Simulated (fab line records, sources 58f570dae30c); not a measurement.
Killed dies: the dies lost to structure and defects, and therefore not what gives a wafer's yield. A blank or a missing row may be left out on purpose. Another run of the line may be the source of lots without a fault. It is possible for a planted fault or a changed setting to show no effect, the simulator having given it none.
fab line records / flow berkeley-cmos170
[record] lots = 7 wafers = 21 last-day = 12
route steps=331 shown SACOX@97 SCREENOX@100 NVT@104
lots that met no fault: from a run of the same line without faults
start-h: the number of hours between the record's first day and the start of the first shown wafer of the lot / wait-h: time in hours since the lot's previous step / " identical to the entry in the row above / L1.1+2: a row that stands for several wafers / - no value present, or no start provided / * or withheld: withheld / < > ~ a bound
route shown NAME@n: names a module that has steps shown in the file, with the first one's number in the route / usual: mean/standard deviation taken from wafers without a fault / same: alike in all rows / chamber/n: place in a boat / sites: each site's reading / _std_site: standard deviation across them / _edge_site: the outer-site mean with the inner-site mean subtracted / radius-mm: for every site, how far away it sits from the centre of the wafer / mask NAME#n: copy n / behind: the last tool/chamber to shape the wafer / hold: cause of the lot's hold/its duration in hours/its outcome / device: the transistor (n, p or np) that didn't switch / end of line: at the end of the route, the tests of the same wafers / where a step has no rows: the recipe by itself / killed: count of dies lost to structure and defects at first sort (not the wafer's yield) / map: a wafer's dies, marking killed ones x, the rest . and places with no die _
set.NAME: the setting that was run; set.NAME@STEP: the one run at that earlier step / model.NAME: the simulator's own value behind a step, which no gauge read
lots seen at some steps along the route; tables by step, rows by wafer
[[steps]]
[step UCB170_SACOX_CLEAN_00]
[recipe] chemistry = dHF dilution = 25:1 time-s = 7.5
[step UCB170_SACOX_OXIDATION_01]
[recipe] temp-c = 900 ambient = O2 target-thk-a = 144 ox-time-s = 2400
[step UCB170_SACOX_THK_MEAS_02]
[recipe] reads = SiO2_of_SACOX_OXIDATION_01
[usual] SACOX_OXIDE_THK = 14.37/0.25
lot.wafer=L947.2 tool=film-metro-03 chamber=- start-h=125.78 wait-h=0.0 SACOX_OXIDE_THK[nm]=14.47
lot.wafer=L947.4 tool=film-metro-03 chamber=- start-h=125.78 wait-h=0.0 SACOX_OXIDE_THK[nm]=14.15
lot.wafer=L947.5 tool=film-metro-03 chamber=- start-h=125.78 wait-h=0.0 SACOX_OXIDE_THK[nm]=14.51
lot.wafer=L950.1 tool=film-metro-03 chamber=- start-h=141.25 wait-h=0.0 SACOX_OXIDE_THK[nm]=14.40
lot.wafer=L950.2 tool=film-metro-03 chamber=- start-h=141.25 wait-h=0.0 SACOX_OXIDE_THK[nm]=14.46
lot.wafer=L950.5 tool=film-metro-03 chamber=- start-h=141.25 wait-h=0.0 SACOX_OXIDE_THK[nm]=14.51
lot.wafer=L962.1 tool=film-metro-01 chamber=- start-h=200.96 wait-h=0.0 SACOX_OXIDE_THK[nm]=14.36
lot.wafer=L962.2 tool=film-metro-01 chamber=- start-h=200.96 wait-h=0.0 SACOX_OXIDE_THK[nm]=14.60
lot.wafer=L962.3 tool=film-metro-01 chamber=- start-h=200.96 wait-h=0.0 SACOX_OXIDE_THK[nm]=14.19
lot.wafer=L963.1 tool=film-metro-02 chamber=- start-h=200.96 wait-h=0.0 SACOX_OXIDE_THK[nm]=14.27
lot.wafer=L963.3 tool=film-metro-02 chamber=- start-h=200.96 wait-h=0.0 SACOX_OXIDE_THK[nm]=14.22
lot.wafer=L963.6 tool=film-metro-02 chamber=- start-h=200.96 wait-h=0.0 SACOX_OXIDE_THK[nm]=14.34
lot.wafer=L961.2 tool=film-metro-01 chamber=- start-h=201.03 wait-h=0.1 SACOX_OXIDE_THK[nm]=14.46
lot.wafer=L961.3 tool=film-metro-01 chamber=- start-h=201.03 wait-h=0.1 SACOX_OXIDE_THK[nm]=14.39
lot.wafer=L961.6 tool=film-metro-01 chamber=- start-h=201.03 wait-h=0.1 SACOX_OXIDE_THK[nm]=14.63
lot.wafer=L966.1 tool=film-metro-03 chamber=- start-h=217.55 wait-h=0.0 SACOX_OXIDE_THK[nm]=14.81
lot.wafer=L966.2 tool=film-metro-03 chamber=- start-h=217.55 wait-h=0.0 SACOX_OXIDE_THK[nm]=14.56
lot.wafer=L966.3 tool=film-metro-03 chamber=- start-h=217.55 wait-h=0.0 SACOX_OXIDE_THK[nm]=14.78
lot.wafer=L965.2 tool=film-metro-02 chamber=- start-h=217.57 wait-h=0.0 SACOX_OXIDE_THK[nm]=14.31
lot.wafer=L965.3 tool=film-metro-02 chamber=- start-h=217.57 wait-h=0.0 SACOX_OXIDE_THK[nm]=14.38
lot.wafer=L965.6 tool=film-metro-02 chamber=- start-h=217.57 wait-h=0.0 SACOX_OXIDE_THK[nm]=14.01
[step UCB170_SCREENOX_WET_ETCH_00]
[recipe] chemistry = dHF dilution = 25:1 target = SiO2 temp-c = 25 time-s = 195.1
[step UCB170_SCREENOX_OXIDATION_01]
[recipe] temp-c = 900 ambient = O2 target-thk-a = 144 ox-time-s = 2400
[step UCB170_SCREENOX_THK_MEAS_02]
[recipe] reads = SiO2_of_SCREENOX_OXIDATION_01
[usual] SCREENOX_OXIDE_THK = 14.30/0.23
lot.wafer=L947.2 tool=film-metro-04 chamber=- start-h=132.90 wait-h=0.0 SCREENOX_OXIDE_THK[nm]=14.12
lot.wafer=L947.4 tool=film-metro-04 chamber=- start-h=132.90 wait-h=0.0 SCREENOX_OXIDE_THK[nm]=14.27
lot.wafer=L947.5 tool=film-metro-04 chamber=- start-h=132.90 wait-h=0.0 SCREENOX_OXIDE_THK[nm]=14.14
lot.wafer=L950.1 tool=film-metro-03 chamber=- start-h=146.85 wait-h=0.0 SCREENOX_OXIDE_THK[nm]=14.13
lot.wafer=L950.2 tool=film-metro-03 chamber=- start-h=146.85 wait-h=0.0 SCREENOX_OXIDE_THK[nm]=13.79
lot.wafer=L950.5 tool=film-metro-03 chamber=- start-h=146.85 wait-h=0.0 SCREENOX_OXIDE_THK[nm]=14.09
lot.wafer=L962.1 tool=film-metro-03 chamber=- start-h=206.84 wait-h=0.0 SCREENOX_OXIDE_THK[nm]=14.19
lot.wafer=L962.2 tool=film-metro-03 chamber=- start-h=206.84 wait-h=0.0 SCREENOX_OXIDE_THK[nm]=14.26
lot.wafer=L962.3 tool=film-metro-03 chamber=- start-h=206.84 wait-h=0.0 SCREENOX_OXIDE_THK[nm]=14.33
lot.wafer=L963.1 tool=film-metro-02 chamber=- start-h=206.84 wait-h=0.0 SCREENOX_OXIDE_THK[nm]=14.40
lot.wafer=L963.3 tool=film-metro-02 chamber=- start-h=206.84 wait-h=0.0 SCREENOX_OXIDE_THK[nm]=14.25
lot.wafer=L963.6 tool=film-metro-02 chamber=- start-h=206.84 wait-h=0.0 SCREENOX_OXIDE_THK[nm]=14.44
lot.wafer=L961.2 tool=film-metro-03 chamber=- start-h=206.91 wait-h=0.1 SCREENOX_OXIDE_THK[nm]=14.42
lot.wafer=L961.3 tool=film-metro-03 chamber=- start-h=206.91 wait-h=0.1 SCREENOX_OXIDE_THK[nm]=14.24
lot.wafer=L961.6 tool=film-metro-03 chamber=- start-h=206.91 wait-h=0.1 SCREENOX_OXIDE_THK[nm]=14.47
lot.wafer=L966.1 tool=film-metro-04 chamber=- start-h=223.13 wait-h=0.0 SCREENOX_OXIDE_THK[nm]=14.47
lot.wafer=L966.2 tool=film-metro-04 chamber=- start-h=223.13 wait-h=0.0 SCREENOX_OXIDE_THK[nm]=14.75
lot.wafer=L966.3 tool=film-metro-04 chamber=- start-h=223.13 wait-h=0.0 SCREENOX_OXIDE_THK[nm]=14.62
lot.wafer=L965.2 tool=film-metro-02 chamber=- start-h=223.14 wait-h=0.0 SCREENOX_OXIDE_THK[nm]=14.24
lot.wafer=L965.3 tool=film-metro-02 chamber=- start-h=223.14 wait-h=0.0 SCREENOX_OXIDE_THK[nm]=14.20
lot.wafer=L965.6 tool=film-metro-02 chamber=- start-h=223.14 wait-h=0.0 SCREENOX_OXIDE_THK[nm]=14.35
[step UCB170_SCREENOX_ANNEAL_03]
[recipe] temp-c = 900 time-s = 900 ambient = N2
[step UCB170_NVT_HMDS_00]
[recipe] prime-time-s = 60 prime-temp-c = 100
[step UCB170_NVT_COAT_01]
[recipe] resist = KrF spin-rpm = 1500 resist-thk-nm = 900
[step UCB170_NVT_SOFTBAKE_02]
[recipe] resist = KrF temp-c = 130 time-s = 60
[step UCB170_NVT_EXPOSE_03]
[recipe] mask-id = PWELL target-cd-nm = 3000 na = 0.5 sigma-outer = 0.6 source-shape = conventional dose-mj = 30
[step UCB170_NVT_PEB_04]
[recipe] peb-temp-c = 130 peb-time-s = withheld resist = KrF
[step UCB170_NVT_DEVELOP_05]
[recipe] developer = TMAH develop-time-s = 45 resist = KrF dev-temp-c = 21
[usual] chill-plate-temp-C = 23.00/0.093 develop-time-s = 45/0
lot.wafer=L947.2 tool=litho-track-04 chamber=0 start-h=142 wait-h=- chill-plate-temp-C=23.06 develop-time-s=45 model.KrF_of_NVT_COAT_01.thk-nm=883
lot.wafer=L947.4 tool=litho-track-04 chamber=0 start-h=142 wait-h=- chill-plate-temp-C=23.00 develop-time-s=45 model.KrF_of_NVT_COAT_01.thk-nm=883.3
lot.wafer=L947.5 tool=litho-track-04 chamber=0 start-h=142 wait-h=- chill-plate-temp-C=23.09 develop-time-s=45 model.KrF_of_NVT_COAT_01.thk-nm=885.1
lot.wafer=L950.1 tool=litho-track-01 chamber=0 start-h=151 wait-h=- chill-plate-temp-C=23.15 develop-time-s=45 model.KrF_of_NVT_COAT_01.thk-nm=889.8
lot.wafer=L950.2 tool=litho-track-01 chamber=0 start-h=151 wait-h=- chill-plate-temp-C=23.04 develop-time-s=45 model.KrF_of_NVT_COAT_01.thk-nm=890.3
lot.wafer=L950.5 tool=litho-track-01 chamber=0 start-h=151 wait-h=- chill-plate-temp-C=23.13 develop-time-s=45 model.KrF_of_NVT_COAT_01.thk-nm=890.1
lot.wafer=L962.1 tool=litho-track-03 chamber=- start-h=216 wait-h=- chill-plate-temp-C=- develop-time-s=- model.KrF_of_NVT_COAT_01.thk-nm=898.9
lot.wafer=L962.2 tool=litho-track-03 chamber=- start-h=216 wait-h=- chill-plate-temp-C=- develop-time-s=- model.KrF_of_NVT_COAT_01.thk-nm=897.9
lot.wafer=L962.3 tool=litho-track-03 chamber=- start-h=216 wait-h=- chill-plate-temp-C=- develop-time-s=- model.KrF_of_NVT_COAT_01.thk-nm=899.7
lot.wafer=L963.1 tool=litho-track-03 chamber=- start-h=216 wait-h=- chill-plate-temp-C=- develop-time-s=- model.KrF_of_NVT_COAT_01.thk-nm=902.7
lot.wafer=L963.3 tool=litho-track-03 chamber=- start-h=216 wait-h=- chill-plate-temp-C=- develop-time-s=- model.KrF_of_NVT_COAT_01.thk-nm=900.5
lot.wafer=L963.6 tool=litho-track-03 chamber=- start-h=216 wait-h=- chill-plate-temp-C=- develop-time-s=- model.KrF_of_NVT_COAT_01.thk-nm=900.3
lot.wafer=L961.2 tool=litho-track-01 chamber=- start-h=216 wait-h=- chill-plate-temp-C=- develop-time-s=- model.KrF_of_NVT_COAT_01.thk-nm=900.1
lot.wafer=L961.3 tool=litho-track-01 chamber=- start-h=216 wait-h=- chill-plate-temp-C=- develop-time-s=- model.KrF_of_NVT_COAT_01.thk-nm=899.5
lot.wafer=L961.6 tool=litho-track-01 chamber=- start-h=216 wait-h=- chill-plate-temp-C=- develop-time-s=- model.KrF_of_NVT_COAT_01.thk-nm=900
lot.wafer=L965.2 tool=litho-track-04 chamber=0 start-h=230 wait-h=- chill-plate-temp-C=23.06 develop-time-s=45 model.KrF_of_NVT_COAT_01.thk-nm=887
lot.wafer=L965.3 tool=litho-track-04 chamber=0 start-h=230 wait-h=- chill-plate-temp-C=23.08 develop-time-s=45 model.KrF_of_NVT_COAT_01.thk-nm=884.9
lot.wafer=L965.6 tool=litho-track-04 chamber=0 start-h=230 wait-h=- chill-plate-temp-C=22.90 develop-time-s=45 model.KrF_of_NVT_COAT_01.thk-nm=884.7
lot.wafer=L966.1 tool=litho-track-01 chamber=0 start-h=230 wait-h=- chill-plate-temp-C=22.95 develop-time-s=45 model.KrF_of_NVT_COAT_01.thk-nm=888.1
lot.wafer=L966.2 tool=litho-track-01 chamber=0 start-h=230 wait-h=- chill-plate-temp-C=23.01 develop-time-s=45 model.KrF_of_NVT_COAT_01.thk-nm=888.4
lot.wafer=L966.3 tool=litho-track-01 chamber=0 start-h=230 wait-h=- chill-plate-temp-C=23.03 develop-time-s=45 model.KrF_of_NVT_COAT_01.thk-nm=886.2
[step UCB170_NVT_OVL_MEAS_06]
[usual] NVT_OVL = 1/5.9
lot.wafer=L947.2 tool=overlay-02 chamber=- start-h=142.31 wait-h=- NVT_OVL[nm]=5
lot.wafer=L947.4 tool=overlay-02 chamber=- start-h=142.31 wait-h=- NVT_OVL[nm]=0
lot.wafer=L947.5 tool=overlay-02 chamber=- start-h=142.31 wait-h=- NVT_OVL[nm]=-1
lot.wafer=L950.1 tool=overlay-02 chamber=- start-h=151.82 wait-h=- NVT_OVL[nm]=4
lot.wafer=L950.2 tool=overlay-02 chamber=- start-h=151.82 wait-h=- NVT_OVL[nm]=8
lot.wafer=L950.5 tool=overlay-02 chamber=- start-h=151.82 wait-h=- NVT_OVL[nm]=4
lot.wafer=L962.1 tool=overlay-01 chamber=- start-h=216.15 wait-h=- NVT_OVL[nm]=-
lot.wafer=L962.2 tool=overlay-01 chamber=- start-h=216.15 wait-h=- NVT_OVL[nm]=-
lot.wafer=L962.3 tool=overlay-01 chamber=- start-h=216.15 wait-h=- NVT_OVL[nm]=-
lot.wafer=L963.1 tool=overlay-01 chamber=- start-h=216.43 wait-h=- NVT_OVL[nm]=-
lot.wafer=L963.3 tool=overlay-01 chamber=- start-h=216.43 wait-h=- NVT_OVL[nm]=-
lot.wafer=L963.6 tool=overlay-01 chamber=- start-h=216.43 wait-h=- NVT_OVL[nm]=-
lot.wafer=L961.2 tool=overlay-02 chamber=- start-h=216.70 wait-h=- NVT_OVL[nm]=-
lot.wafer=L961.3 tool=overlay-02 chamber=- start-h=216.70 wait-h=- NVT_OVL[nm]=-
lot.wafer=L961.6 tool=overlay-02 chamber=- start-h=216.70 wait-h=- NVT_OVL[nm]=-
lot.wafer=L965.2 tool=overlay-02 chamber=- start-h=230.11 wait-h=- NVT_OVL[nm]=10
lot.wafer=L965.3 tool=overlay-02 chamber=- start-h=230.11 wait-h=- NVT_OVL[nm]=4
lot.wafer=L965.6 tool=overlay-02 chamber=- start-h=230.11 wait-h=- NVT_OVL[nm]=8
lot.wafer=L966.1 tool=overlay-02 chamber=- start-h=230.27 wait-h=- NVT_OVL[nm]=-5
lot.wafer=L966.2 tool=overlay-02 chamber=- start-h=230.27 wait-h=- NVT_OVL[nm]=-7
lot.wafer=L966.3 tool=overlay-02 chamber=- start-h=230.27 wait-h=- NVT_OVL[nm]=-3
[[key]]
[first-sign] step = UCB170_NVT_DEVELOP_05 reading = tool-record direction = missing
effect none on later readings
[model-effect] step = UCB170_NVT_DEVELOP_05 value = KrF_of_NVT_COAT_01.thk-nm without = 885.8 struck = 900
met-at UCB170_NVT_DEVELOP_05
struck-wafers L961.2,L961.3,L961.6,L962.1,L962.2,L962.3,L963.1,L963.3,L963.6
sort-left-out L961.2,L961.3,L961.6,L962.1,L962.2,L962.3,L963.1,L963.3,L963.6
tester-left-out L961,L962,L963
onset-between 151 216
[fault] kind = skipped-step-whole tool = litho-track-01,litho-track-03 chamber = - onset-h = 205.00 steps = UCB170_NVT_DEVELOP_05 scope = struck-lots-only
// tester-left-out: of these lots the tester's yield and bins aren't shown, on N5 and GAA mostly nor the transistor test; their killed dies are dies lost to structure and defects alone, not to doping, threshold or leakage, so they don't give the yield
// sort-left-out: the simulated sort isn't trusted on such a fault, so these wafers' sort isn't shown, and their yield isn't known
